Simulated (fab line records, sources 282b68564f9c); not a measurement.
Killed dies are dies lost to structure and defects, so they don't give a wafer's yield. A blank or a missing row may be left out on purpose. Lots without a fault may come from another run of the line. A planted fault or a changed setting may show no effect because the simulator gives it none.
Which tool did it? | flow rit_cmos | 6 lots, 18 wafers sampled, at 2 steps of a route of 202

WHAT THE GAUGES READ, wafer by wafer
RIT_FOX2_THK_MEAS_90.
lot  | measured    | on            | FIELD_OXIDE_LEFT_1_THK (nm)
L291 | day 2 05:38 | film_metro-03 | 332 325 329
L293 | day 2 16:41 | film_metro-04 | 323 326 320
L296 | day 3 03:16 | film_metro-01 | 316 313 321
L300 | day 3 23:17 | film_metro-01 | 334 332 337
L308 | day 5 14:02 | film_metro-04 | 329 323 326
L310 | day 6 00:19 | film_metro-03 | 325 330 331

WHICH TOOL RAN EACH LOT (tool, then ch and the chambers of the sampled wafers, then the start)
lot  | RIT_FOX2_CLEAN_02
L291 | wet_bench-04 ch 3, day 2 04:49
L293 | wet_bench-04 ch 0, day 2 15:52
L296 | wet_bench-02 ch 0, day 3 02:26
L300 | wet_bench-01 ch 0, day 3 22:24
L308 | wet_bench-04 ch 2, day 5 13:13
L310 | wet_bench-04 ch 2, day 5 23:30
- RIT_FOX2_CLEAN_02: cleans in dHF, time 180 s.

THE ANSWER, worked out from the rows above alone
Rule: what is usual is taken from the lots themselves. Put in order of their means at a reading, lots are off if they are a third of the lots or fewer, leave a main group of 4 or more, and stand apart from it by a gap of 3 or more times the standard deviation of the main group's means; of several such gaps the widest counts. A main group whose means are all the same, to the digits that the tables above print for the reading, isn't used. A lot without any number at a reading at which 4 lots or more have one is off too. The other lots that the step has rows for count as sound.
No lot is off at any reading shown: from this, nothing can be told.

WHAT THE SIMULATOR HAD PUT IN
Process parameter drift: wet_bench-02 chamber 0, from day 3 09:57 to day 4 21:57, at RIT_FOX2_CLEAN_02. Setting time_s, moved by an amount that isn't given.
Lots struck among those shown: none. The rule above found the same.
